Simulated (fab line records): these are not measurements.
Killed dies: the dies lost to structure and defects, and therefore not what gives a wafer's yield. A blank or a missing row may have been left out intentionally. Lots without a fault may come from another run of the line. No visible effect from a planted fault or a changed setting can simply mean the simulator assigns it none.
Split-lot experiment    flow rit_cmos    5 lots, 23 wafers read, on a route of 202 steps

ON THE SPLIT
At RIT_SILICIDE_SPUTTER_01 (material Ti, target thk 30 nm, time 240 s), the setting time_s was moved away from the recipe's 240 s on 12 of the 23 wafers read, by -12.2% to +11.3%. For the rest of the wafers, this setting stayed at what the recipe calls for.

FROM SPLIT TO READING: 1 step shown by the file between the two
- RIT_SILICIDE_RS_MEAS_02: measures by four-point-probe

THE READING
SILICIDE_TI_THK, in nm, at RIT_SILICIDE_THK_MEAS_03 (measures by xrf). Typical for fault-free wafers on this fab line: 29.6 nm, with standard deviation 0.32 nm.

wafer   tool, chamber at the split  time_s as run, s  against the recipe  SILICIDE_TI_THK, nm  against lot-mates on the recipe
L074.1  pvd_sputter-03, -           267               +11.3%              33.0                 +3.3
L074.3  pvd_sputter-03, -           240               recipe              29.7                 -
L074.4  pvd_sputter-03, -           240               recipe              29.7                 -
L074.5  pvd_sputter-03, -           267               +11.3%              33.3                 +3.6
L074.6  pvd_sputter-03, -           267               +11.3%              33.3                 +3.6
L076.1  pvd_sputter-01, -           240               recipe              29.8                 -
L076.2  pvd_sputter-01, -           240               recipe              30.1                 -
L076.4  pvd_sputter-01, -           259.6             +8.2%               32.1                 +2.1
L076.5  pvd_sputter-01, -           259.6             +8.2%               32.6                 +2.6
L076.6  pvd_sputter-01, -           259.6             +8.2%               32.1                 +2.1
L078.1  pvd_sputter-03, -           240               recipe              29.3                 -
L078.4  pvd_sputter-03, -           240               recipe              29.8                 -
L078.6  pvd_sputter-03, -           240               recipe              29.7                 -
L083.1  pvd_sputter-04, -           258.3             +7.6%               31.8                 +1.9
L083.2  pvd_sputter-04, -           258.3             +7.6%               32.3                 +2.3
L083.4  pvd_sputter-04, -           240               recipe              29.7                 -
L083.5  pvd_sputter-04, -           240               recipe              30.2                 -
L083.6  pvd_sputter-04, -           258.3             +7.6%               32.0                 +2.1
L085.1  pvd_sputter-04, -           210.8             -12.2%              26.1                 -3.0
L085.2  pvd_sputter-04, -           210.8             -12.2%              25.4                 -3.7
L085.3  pvd_sputter-04, -           240               recipe              29.1                 -
L085.4  pvd_sputter-04, -           210.8             -12.2%              25.5                 -3.6
L085.5  pvd_sputter-04, -           240               recipe              29.1                 -

THE FIT
A straight line over all 23 wafers: SILICIDE_TI_THK changes by +0.321 nm for each +1% of time_s; r = +0.99; the points scatter about the line by 0.31 nm.
The same after taking each lot's own level away (the mean of its wafers on the recipe; 23 wafers): +0.29 nm for each +1%; r = +0.99; scatter 0.24 nm.
That fit puts the effect of the largest move of time_s on the reading at 3.5 nm.
The lots' own levels span 29.10 to 29.95 nm, that is 2.7 times the standard deviation above.
Thus the slope moves with the lot-to-lot level: the two fits are different.
Check: for one of the wafers moved furthest among these (-12.2%), held out of the fit, the line's prediction against its lot-mates is -3.65 nm. Against them it came out at -3 nm.

THESE WAFERS: OTHER SPLITS
Note: prior to the reading, these wafers also went through further splits. Each is held against what the fit with the lots' levels taken away leaves over:
other split on the same wafers  wafers away from the commonest value  r with SILICIDE_TI_THK (lot level and that fit taken away)
RIT_SPACER_CVD_03 temp_c        10                                    -0.17
RIT_NSD_IMPLANT_08 energy_kev   7                                     +0.25
RIT_PSD_IMPLANT_08 energy_kev   7                                     +0.00
RIT_SDANNEAL_RTA_03 time_s      4                                     +0.24

THE WHOLE CHAIN: every reading that the file lists as answering this split, in the file's order
step                      what it does                               reading                                                                            change (the file's fit)                r (the file's)
RIT_SILICIDE_SPUTTER_01   material Ti, target thk 30 nm, time 240 s  Ti_of_SILICIDE_SPUTTER_01.thk_nm (the simulator's own value, which no gauge read)  +0.291 nm for each +1% of the setting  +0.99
RIT_SILICIDE_RS_MEAS_02   measures by four-point-probe               SILICIDE_TI_RS                                                                     -0.598 for each +1% of the setting     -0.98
RIT_SILICIDE_THK_MEAS_03  measures by xrf                            SILICIDE_TI_THK                                                                    +0.291 for each +1% of the setting     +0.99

THE FILE'S OWN FIT
SILICIDE_TI_THK changes by +0.291 nm for each +1% of time_s, r = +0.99.
